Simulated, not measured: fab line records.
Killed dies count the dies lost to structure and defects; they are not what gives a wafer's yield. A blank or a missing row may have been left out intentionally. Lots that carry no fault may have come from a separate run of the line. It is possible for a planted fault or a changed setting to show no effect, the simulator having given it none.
fab line records :: flow rit-cmos
[record]
  lots = 14
  wafers = 42
  last-day = 7
route steps=202 shown SILICIDE@162
lots with no fault: from the same line, run without faults
start-h: the number of hours between the record's first day and the start of the first shown wafer of the lot :: wait-h: time in hours since the lot's previous step :: " unchanged from the row above :: L1.1+2: a single row standing in for several wafers :: - value missing, or start not given :: * or withheld: withheld :: < > ~ a bound
route shown NAME@n: names a module that has steps shown in the file, with the first one's number in the route :: usual: mean/standard deviation of fault-free wafers :: same: alike in all rows :: chamber/n: place in a boat :: sites: each site's reading :: _std_site: their standard deviation :: _edge_site: the outer-site mean with the inner-site mean subtracted :: radius-mm: for every site, how far away it sits from the centre of the wafer :: mask NAME#n: copy n :: behind: tool/chamber where the wafer was last shaped :: hold: what put the lot on hold/how long, in hours/how the hold closed :: device: names the non-switching transistor (n, p or np) :: end of line: tests of these same wafers at the route's end :: a step given without rows: its recipe and nothing more :: killed: not the wafer's yield, but the dies lost to structure and defects at the first sort :: map: shows each die of a wafer: x if killed, . if not, _ if none is there
set.NAME: the run value of the setting; set.NAME@STEP: its run value at that earlier step :: model.NAME: the simulator's own value behind a step, which no gauge read
steps of the route over a sample of lots; a table a step, a row a wafer
services: the hour from which a tool's chamber was out of use, counted from the record's first day as start-h (under 0 if before that day), plus the number of hours and why
[[steps]]
[step RIT_SILICIDE_SPUTTER_01]
[recipe]
  material = Ti
  target-thk-nm = 30
  power-w = 350
  chamber-pressure-pa = 0.667
  gas = Ar
  time-s = 240
  substrate-temp-c = 25
[usual]
  cathode-dc-power-W = 349.99/0.061
  throttle-valve-pct = 30.1/0.83
lot.wafer: L244.1
tool: pvd-sputter-01
chamber: -
start-h: 56.17
wait-h: 0.0
cathode-dc-power-W: 350.07
throttle-valve-pct: 30.6

lot.wafer: L244.5
tool: pvd-sputter-01
chamber: -
start-h: 56.17
wait-h: 0.0
cathode-dc-power-W: 350.00
throttle-valve-pct: 30.7

lot.wafer: L244.6
tool: pvd-sputter-01
chamber: -
start-h: 56.17
wait-h: 0.0
cathode-dc-power-W: 349.95
throttle-valve-pct: 28.6

lot.wafer: L245.1
tool: pvd-sputter-02
chamber: -
start-h: 63.61
wait-h: 0.0
cathode-dc-power-W: 349.96
throttle-valve-pct: 32.1

lot.wafer: L245.2
tool: pvd-sputter-02
chamber: -
start-h: 63.61
wait-h: 0.0
cathode-dc-power-W: 350.02
throttle-valve-pct: 29.7

lot.wafer: L245.6
tool: pvd-sputter-02
chamber: -
start-h: 63.61
wait-h: 0.0
cathode-dc-power-W: 349.97
throttle-valve-pct: 30.2

lot.wafer: L247.1
tool: pvd-sputter-02
chamber: -
start-h: 69.25
wait-h: 0.0
cathode-dc-power-W: 350.03
throttle-valve-pct: 29.8

lot.wafer: L247.3
tool: pvd-sputter-02
chamber: -
start-h: 69.25
wait-h: 0.0
cathode-dc-power-W: 350.05
throttle-valve-pct: 31.7

lot.wafer: L247.6
tool: pvd-sputter-02
chamber: -
start-h: 69.25
wait-h: 0.0
cathode-dc-power-W: 349.93
throttle-valve-pct: 30.2

lot.wafer: L248.2
tool: pvd-sputter-01
chamber: -
start-h: 75.24
wait-h: 0.0
cathode-dc-power-W: 350.01
throttle-valve-pct: 30.2

lot.wafer: L248.4
tool: pvd-sputter-01
chamber: -
start-h: 75.24
wait-h: 0.0
cathode-dc-power-W: 349.93
throttle-valve-pct: 28.7

lot.wafer: L248.6
tool: pvd-sputter-01
chamber: -
start-h: 75.24
wait-h: 0.0
cathode-dc-power-W: 350.00
throttle-valve-pct: 30.2

lot.wafer: L249.1
tool: pvd-sputter-03
chamber: -
start-h: 79.83
wait-h: 0.0
cathode-dc-power-W: 350.02
throttle-valve-pct: 29.8

lot.wafer: L249.3
tool: pvd-sputter-03
chamber: -
start-h: 79.83
wait-h: 0.0
cathode-dc-power-W: 350.03
throttle-valve-pct: 30.7

lot.wafer: L249.6
tool: pvd-sputter-03
chamber: -
start-h: 79.83
wait-h: 0.0
cathode-dc-power-W: 349.89
throttle-valve-pct: 28.8

lot.wafer: L250.2
tool: pvd-sputter-01
chamber: -
start-h: 84.21
wait-h: 0.0
cathode-dc-power-W: 349.89
throttle-valve-pct: 30.1

lot.wafer: L250.4
tool: pvd-sputter-01
chamber: -
start-h: 84.21
wait-h: 0.0
cathode-dc-power-W: 349.90
throttle-valve-pct: 28.5

lot.wafer: L250.5
tool: pvd-sputter-01
chamber: -
start-h: 84.21
wait-h: 0.0
cathode-dc-power-W: 349.97
throttle-valve-pct: 30.6

lot.wafer: L251.1
tool: pvd-sputter-02
chamber: -
start-h: 86.48
wait-h: 0.0
cathode-dc-power-W: 350.03
throttle-valve-pct: 31.9

lot.wafer: L251.4
tool: pvd-sputter-02
chamber: -
start-h: 86.48
wait-h: 0.0
cathode-dc-power-W: 350.06
throttle-valve-pct: 30.5

lot.wafer: L251.6
tool: pvd-sputter-02
chamber: -
start-h: 86.48
wait-h: 0.0
cathode-dc-power-W: 350.02
throttle-valve-pct: 30.4

lot.wafer: L252.1
tool: pvd-sputter-01
chamber: -
start-h: 97.13
wait-h: 0.0
cathode-dc-power-W: 349.86
throttle-valve-pct: 30.4

lot.wafer: L252.5
tool: pvd-sputter-01
chamber: -
start-h: 97.13
wait-h: 0.0
cathode-dc-power-W: 350.08
throttle-valve-pct: 28.7

lot.wafer: L252.6
tool: pvd-sputter-01
chamber: -
start-h: 97.13
wait-h: 0.0
cathode-dc-power-W: 349.88
throttle-valve-pct: 30.2

lot.wafer: L253.1
tool: pvd-sputter-03
chamber: -
start-h: 100.42
wait-h: 0.0
cathode-dc-power-W: 350.04
throttle-valve-pct: 29.1

lot.wafer: L253.2
tool: pvd-sputter-03
chamber: -
start-h: 100.42
wait-h: 0.0
cathode-dc-power-W: 350.03
throttle-valve-pct: 29.8

lot.wafer: L253.3
tool: pvd-sputter-03
chamber: -
start-h: 100.42
wait-h: 0.0
cathode-dc-power-W: 350.04
throttle-valve-pct: 31.3

lot.wafer: L254.1
tool: pvd-sputter-01
chamber: -
start-h: 102.09
wait-h: 0.0
cathode-dc-power-W: 350.01
throttle-valve-pct: 28.5

lot.wafer: L254.5
tool: pvd-sputter-01
chamber: -
start-h: 102.09
wait-h: 0.0
cathode-dc-power-W: 350.00
throttle-valve-pct: 30.0

lot.wafer: L254.6
tool: pvd-sputter-01
chamber: -
start-h: 102.09
wait-h: 0.0
cathode-dc-power-W: 350.05
throttle-valve-pct: 28.5

lot.wafer: L259.2
tool: pvd-sputter-03
chamber: -
start-h: 130.06
wait-h: 0.0
cathode-dc-power-W: 385.93
throttle-valve-pct: 30.8

lot.wafer: L259.5
tool: pvd-sputter-03
chamber: -
start-h: 130.06
wait-h: 0.0
cathode-dc-power-W: 385.98
throttle-valve-pct: 29.9

lot.wafer: L259.6
tool: pvd-sputter-03
chamber: -
start-h: 130.06
wait-h: 0.0
cathode-dc-power-W: 385.97
throttle-valve-pct: 30.9

lot.wafer: L261.2
tool: pvd-sputter-03
chamber: -
start-h: 140.04
wait-h: 0.0
cathode-dc-power-W: 385.93
throttle-valve-pct: 29.9

lot.wafer: L261.5
tool: pvd-sputter-03
chamber: -
start-h: 140.04
wait-h: 0.0
cathode-dc-power-W: 385.99
throttle-valve-pct: 30.8

lot.wafer: L261.6
tool: pvd-sputter-03
chamber: -
start-h: 140.04
wait-h: 0.0
cathode-dc-power-W: 386.07
throttle-valve-pct: 29.6

lot.wafer: L264.1
tool: pvd-sputter-01
chamber: -
start-h: 151.92
wait-h: 0.0
cathode-dc-power-W: 350.06
throttle-valve-pct: 28.8

lot.wafer: L264.2
tool: pvd-sputter-01
chamber: -
start-h: 151.92
wait-h: 0.0
cathode-dc-power-W: 349.90
throttle-valve-pct: 30.2

lot.wafer: L264.4
tool: pvd-sputter-01
chamber: -
start-h: 151.92
wait-h: 0.0
cathode-dc-power-W: 349.93
throttle-valve-pct: 30.7

lot.wafer: L266.1
tool: pvd-sputter-01
chamber: -
start-h: 166.27
wait-h: 0.0
cathode-dc-power-W: 349.94
throttle-valve-pct: 30.7

lot.wafer: L266.2
tool: pvd-sputter-01
chamber: -
start-h: 166.27
wait-h: 0.0
cathode-dc-power-W: 349.94
throttle-valve-pct: 30.6

lot.wafer: L266.4
tool: pvd-sputter-01
chamber: -
start-h: 166.27
wait-h: 0.0
cathode-dc-power-W: 350.02
throttle-valve-pct: 30.2
[step RIT_SILICIDE_RS_MEAS_02]
[recipe]
  thk-meas-gauge = four-point-probe
  reads = Ti_of_SILICIDE_SPUTTER_01
[usual]
  SILICIDE_TI_RS = 47.8/0.75
lot.wafer: L244.1
tool: film-metro-03
chamber: -
start-h: 56.32
wait-h: 0.1
SILICIDE_TI_RS[ohm/sq]: 47.4

lot.wafer: L244.5
tool: film-metro-03
chamber: -
start-h: 56.32
wait-h: 0.1
SILICIDE_TI_RS[ohm/sq]: 47.1

lot.wafer: L244.6
tool: film-metro-03
chamber: -
start-h: 56.32
wait-h: 0.1
SILICIDE_TI_RS[ohm/sq]: 47.9

lot.wafer: L245.1
tool: film-metro-03
chamber: -
start-h: 63.76
wait-h: 0.1
SILICIDE_TI_RS[ohm/sq]: 47.5

lot.wafer: L245.2
tool: film-metro-03
chamber: -
start-h: 63.76
wait-h: 0.1
SILICIDE_TI_RS[ohm/sq]: 46.9

lot.wafer: L245.6
tool: film-metro-03
chamber: -
start-h: 63.76
wait-h: 0.1
SILICIDE_TI_RS[ohm/sq]: 47.6

lot.wafer: L247.1
tool: film-metro-03
chamber: -
start-h: 69.40
wait-h: 0.1
SILICIDE_TI_RS[ohm/sq]: 47.9

lot.wafer: L247.3
tool: film-metro-03
chamber: -
start-h: 69.40
wait-h: 0.1
SILICIDE_TI_RS[ohm/sq]: 47.3

lot.wafer: L247.6
tool: film-metro-03
chamber: -
start-h: 69.40
wait-h: 0.1
SILICIDE_TI_RS[ohm/sq]: 47.9

lot.wafer: L248.2
tool: film-metro-04
chamber: -
start-h: 75.41
wait-h: 0.1
SILICIDE_TI_RS[ohm/sq]: 48.7

lot.wafer: L248.4
tool: film-metro-04
chamber: -
start-h: 75.41
wait-h: 0.1
SILICIDE_TI_RS[ohm/sq]: 48.3

lot.wafer: L248.6
tool: film-metro-04
chamber: -
start-h: 75.41
wait-h: 0.1
SILICIDE_TI_RS[ohm/sq]: 49.1

lot.wafer: L249.1
tool: film-metro-04
chamber: -
start-h: 79.98
wait-h: 0.1
SILICIDE_TI_RS[ohm/sq]: 48.1

lot.wafer: L249.3
tool: film-metro-04
chamber: -
start-h: 79.98
wait-h: 0.1
SILICIDE_TI_RS[ohm/sq]: 48.2

lot.wafer: L249.6
tool: film-metro-04
chamber: -
start-h: 79.98
wait-h: 0.1
SILICIDE_TI_RS[ohm/sq]: 47.6

lot.wafer: L250.2
tool: film-metro-03
chamber: -
start-h: 84.38
wait-h: 0.1
SILICIDE_TI_RS[ohm/sq]: 49.6

lot.wafer: L250.4
tool: film-metro-03
chamber: -
start-h: 84.38
wait-h: 0.1
SILICIDE_TI_RS[ohm/sq]: 48.2

lot.wafer: L250.5
tool: film-metro-03
chamber: -
start-h: 84.38
wait-h: 0.1
SILICIDE_TI_RS[ohm/sq]: 48.5

lot.wafer: L251.1
tool: film-metro-02
chamber: -
start-h: 86.63
wait-h: 0.1
SILICIDE_TI_RS[ohm/sq]: 47.7

lot.wafer: L251.4
tool: film-metro-02
chamber: -
start-h: 86.63
wait-h: 0.1
SILICIDE_TI_RS[ohm/sq]: 47.4

lot.wafer: L251.6
tool: film-metro-02
chamber: -
start-h: 86.63
wait-h: 0.1
SILICIDE_TI_RS[ohm/sq]: 48.1

lot.wafer: L252.1
tool: film-metro-02
chamber: -
start-h: 97.28
wait-h: 0.1
SILICIDE_TI_RS[ohm/sq]: 47.0

lot.wafer: L252.5
tool: film-metro-02
chamber: -
start-h: 97.28
wait-h: 0.1
SILICIDE_TI_RS[ohm/sq]: 48.0

lot.wafer: L252.6
tool: film-metro-02
chamber: -
start-h: 97.28
wait-h: 0.1
SILICIDE_TI_RS[ohm/sq]: 47.9

lot.wafer: L253.1
tool: film-metro-02
chamber: -
start-h: 100.57
wait-h: 0.1
SILICIDE_TI_RS[ohm/sq]: 46.4

lot.wafer: L253.2
tool: film-metro-02
chamber: -
start-h: 100.57
wait-h: 0.1
SILICIDE_TI_RS[ohm/sq]: 47.2

lot.wafer: L253.3
tool: film-metro-02
chamber: -
start-h: 100.57
wait-h: 0.1
SILICIDE_TI_RS[ohm/sq]: 46.7

lot.wafer: L254.1
tool: film-metro-03
chamber: -
start-h: 102.24
wait-h: 0.1
SILICIDE_TI_RS[ohm/sq]: 49.3

lot.wafer: L254.5
tool: film-metro-03
chamber: -
start-h: 102.24
wait-h: 0.1
SILICIDE_TI_RS[ohm/sq]: 49.4

lot.wafer: L254.6
tool: film-metro-03
chamber: -
start-h: 102.24
wait-h: 0.1
SILICIDE_TI_RS[ohm/sq]: 49.2

lot.wafer: L259.2
tool: film-metro-04
chamber: -
start-h: 130.23
wait-h: 0.1
SILICIDE_TI_RS[ohm/sq]: 41.9

lot.wafer: L259.5
tool: film-metro-04
chamber: -
start-h: 130.23
wait-h: 0.1
SILICIDE_TI_RS[ohm/sq]: 42.7

lot.wafer: L259.6
tool: film-metro-04
chamber: -
start-h: 130.23
wait-h: 0.1
SILICIDE_TI_RS[ohm/sq]: 42.4

lot.wafer: L261.2
tool: film-metro-04
chamber: -
start-h: 140.21
wait-h: 0.1
SILICIDE_TI_RS[ohm/sq]: 42.5

lot.wafer: L261.5
tool: film-metro-04
chamber: -
start-h: 140.21
wait-h: 0.1
SILICIDE_TI_RS[ohm/sq]: 42.1

lot.wafer: L261.6
tool: film-metro-04
chamber: -
start-h: 140.21
wait-h: 0.1
SILICIDE_TI_RS[ohm/sq]: 42.1

lot.wafer: L264.1
tool: film-metro-04
chamber: -
start-h: 152.07
wait-h: 0.1
SILICIDE_TI_RS[ohm/sq]: 48.8

lot.wafer: L264.2
tool: film-metro-04
chamber: -
start-h: 152.07
wait-h: 0.1
SILICIDE_TI_RS[ohm/sq]: 49.0

lot.wafer: L264.4
tool: film-metro-04
chamber: -
start-h: 152.07
wait-h: 0.1
SILICIDE_TI_RS[ohm/sq]: 47.9

lot.wafer: L266.1
tool: film-metro-02
chamber: -
start-h: 166.42
wait-h: 0.1
SILICIDE_TI_RS[ohm/sq]: 47.5

lot.wafer: L266.2
tool: film-metro-02
chamber: -
start-h: 166.42
wait-h: 0.1
SILICIDE_TI_RS[ohm/sq]: 47.5

lot.wafer: L266.4
tool: film-metro-02
chamber: -
start-h: 166.42
wait-h: 0.1
SILICIDE_TI_RS[ohm/sq]: 48.5
[step RIT_SILICIDE_THK_MEAS_03]
[recipe]
  thk-meas-gauge = xrf
  reads = Ti_of_SILICIDE_SPUTTER_01
[usual]
  SILICIDE_TI_THK = 30.0/0.45
lot.wafer: L244.1
tool: film-metro-03
chamber: -
start-h: 56.44
wait-h: 0.1
SILICIDE_TI_THK[nm]: 30.3

lot.wafer: L244.5
tool: film-metro-03
chamber: -
start-h: 56.44
wait-h: 0.1
SILICIDE_TI_THK[nm]: 30.3

lot.wafer: L244.6
tool: film-metro-03
chamber: -
start-h: 56.44
wait-h: 0.1
SILICIDE_TI_THK[nm]: 30.0

lot.wafer: L245.1
tool: film-metro-03
chamber: -
start-h: 63.88
wait-h: 0.1
SILICIDE_TI_THK[nm]: 30.2

lot.wafer: L245.2
tool: film-metro-03
chamber: -
start-h: 63.88
wait-h: 0.1
SILICIDE_TI_THK[nm]: 30.6

lot.wafer: L245.6
tool: film-metro-03
chamber: -
start-h: 63.88
wait-h: 0.1
SILICIDE_TI_THK[nm]: 30.1

lot.wafer: L247.1
tool: film-metro-03
chamber: -
start-h: 69.52
wait-h: 0.1
SILICIDE_TI_THK[nm]: 30.0

lot.wafer: L247.3
tool: film-metro-03
chamber: -
start-h: 69.52
wait-h: 0.1
SILICIDE_TI_THK[nm]: 30.2

lot.wafer: L247.6
tool: film-metro-03
chamber: -
start-h: 69.52
wait-h: 0.1
SILICIDE_TI_THK[nm]: 30.0

lot.wafer: L248.2
tool: film-metro-04
chamber: -
start-h: 75.52
wait-h: 0.1
SILICIDE_TI_THK[nm]: 29.4

lot.wafer: L248.4
tool: film-metro-04
chamber: -
start-h: 75.52
wait-h: 0.1
SILICIDE_TI_THK[nm]: 29.7

lot.wafer: L248.6
tool: film-metro-04
chamber: -
start-h: 75.52
wait-h: 0.1
SILICIDE_TI_THK[nm]: 29.1

lot.wafer: L249.1
tool: film-metro-04
chamber: -
start-h: 80.10
wait-h: 0.1
SILICIDE_TI_THK[nm]: 29.6

lot.wafer: L249.3
tool: film-metro-04
chamber: -
start-h: 80.10
wait-h: 0.1
SILICIDE_TI_THK[nm]: 29.8

lot.wafer: L249.6
tool: film-metro-04
chamber: -
start-h: 80.10
wait-h: 0.1
SILICIDE_TI_THK[nm]: 30.0

lot.wafer: L250.2
tool: film-metro-03
chamber: -
start-h: 84.49
wait-h: 0.1
SILICIDE_TI_THK[nm]: 29.0

lot.wafer: L250.4
tool: film-metro-03
chamber: -
start-h: 84.49
wait-h: 0.1
SILICIDE_TI_THK[nm]: 29.5

lot.wafer: L250.5
tool: film-metro-03
chamber: -
start-h: 84.49
wait-h: 0.1
SILICIDE_TI_THK[nm]: 29.5

lot.wafer: L251.1
tool: film-metro-02
chamber: -
start-h: 86.75
wait-h: 0.1
SILICIDE_TI_THK[nm]: 30.2

lot.wafer: L251.4
tool: film-metro-02
chamber: -
start-h: 86.75
wait-h: 0.1
SILICIDE_TI_THK[nm]: 30.1

lot.wafer: L251.6
tool: film-metro-02
chamber: -
start-h: 86.75
wait-h: 0.1
SILICIDE_TI_THK[nm]: 29.9

lot.wafer: L252.1
tool: film-metro-02
chamber: -
start-h: 97.40
wait-h: 0.1
SILICIDE_TI_THK[nm]: 30.6

lot.wafer: L252.5
tool: film-metro-02
chamber: -
start-h: 97.40
wait-h: 0.1
SILICIDE_TI_THK[nm]: 30.1

lot.wafer: L252.6
tool: film-metro-02
chamber: -
start-h: 97.40
wait-h: 0.1
SILICIDE_TI_THK[nm]: 30.1

lot.wafer: L253.1
tool: film-metro-02
chamber: -
start-h: 100.69
wait-h: 0.1
SILICIDE_TI_THK[nm]: 30.9

lot.wafer: L253.2
tool: film-metro-02
chamber: -
start-h: 100.69
wait-h: 0.1
SILICIDE_TI_THK[nm]: 30.4

lot.wafer: L253.3
tool: film-metro-02
chamber: -
start-h: 100.69
wait-h: 0.1
SILICIDE_TI_THK[nm]: 30.7

lot.wafer: L254.1
tool: film-metro-03
chamber: -
start-h: 102.36
wait-h: 0.1
SILICIDE_TI_THK[nm]: 29.2

lot.wafer: L254.5
tool: film-metro-03
chamber: -
start-h: 102.36
wait-h: 0.1
SILICIDE_TI_THK[nm]: 29.1

lot.wafer: L254.6
tool: film-metro-03
chamber: -
start-h: 102.36
wait-h: 0.1
SILICIDE_TI_THK[nm]: 29.3

lot.wafer: L259.2
tool: film-metro-04
chamber: -
start-h: 130.34
wait-h: 0.1
SILICIDE_TI_THK[nm]: 33.3

lot.wafer: L259.5
tool: film-metro-04
chamber: -
start-h: 130.34
wait-h: 0.1
SILICIDE_TI_THK[nm]: 33.0

lot.wafer: L259.6
tool: film-metro-04
chamber: -
start-h: 130.34
wait-h: 0.1
SILICIDE_TI_THK[nm]: 32.9

lot.wafer: L261.2
tool: film-metro-04
chamber: -
start-h: 140.32
wait-h: 0.1
SILICIDE_TI_THK[nm]: 32.8

lot.wafer: L261.5
tool: film-metro-04
chamber: -
start-h: 140.32
wait-h: 0.1
SILICIDE_TI_THK[nm]: 33.1

lot.wafer: L261.6
tool: film-metro-04
chamber: -
start-h: 140.32
wait-h: 0.1
SILICIDE_TI_THK[nm]: 33.2

lot.wafer: L264.1
tool: film-metro-04
chamber: -
start-h: 152.19
wait-h: 0.1
SILICIDE_TI_THK[nm]: 29.5

lot.wafer: L264.2
tool: film-metro-04
chamber: -
start-h: 152.19
wait-h: 0.1
SILICIDE_TI_THK[nm]: 29.3

lot.wafer: L264.4
tool: film-metro-04
chamber: -
start-h: 152.19
wait-h: 0.1
SILICIDE_TI_THK[nm]: 29.8

lot.wafer: L266.1
tool: film-metro-02
chamber: -
start-h: 166.54
wait-h: 0.1
SILICIDE_TI_THK[nm]: 30.3

lot.wafer: L266.2
tool: film-metro-02
chamber: -
start-h: 166.54
wait-h: 0.1
SILICIDE_TI_THK[nm]: 30.3

lot.wafer: L266.4
tool: film-metro-02
chamber: -
start-h: 166.54
wait-h: 0.1
SILICIDE_TI_THK[nm]: 29.8
[[services]]
tool: pvd-sputter-03
chamber: -
start-h: 69.20
hours: 2.3
kind: repair
[[key]]
[first-sign]
  step = RIT_SILICIDE_SPUTTER_01
  reading = cathode-dc-power-W
  direction = up
  sigmas = 99+
  usual = 349.99
  struck = 385.98
[effect]
  step = RIT_SILICIDE_RS_MEAS_02
  reading = SILICIDE_TI_RS
  direction = down
  sigmas = 7.4
  usual = 47.8
  struck = 42.3
[effect]
  step = RIT_SILICIDE_THK_MEAS_03
  reading = SILICIDE_TI_THK
  direction = up
  sigmas = 6.8
  usual = 30.0
  struck = 33.0
met-at RIT_SILICIDE_SPUTTER_01
struck-lots L259,L261
tester-left-out L259,L261
onset-between 100.42 130.06
[fault]
  kind = process-parameter-drift
  tool = pvd-sputter-03
  chamber = -
  onset-h = 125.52
  steps = RIT_SILICIDE_SPUTTER_01
  channel = power-w
  offset = 35.99
  shape = step
  end-h = 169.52
  acts-in = these-recipes-only
  stated = 350
// tester-left-out: of these lots the tester's yield and bins aren't shown, on N5 and GAA mostly nor the transistor test; their killed dies are dies lost to structure and defects alone, not to doping, threshold or leakage, so they don't give the yield
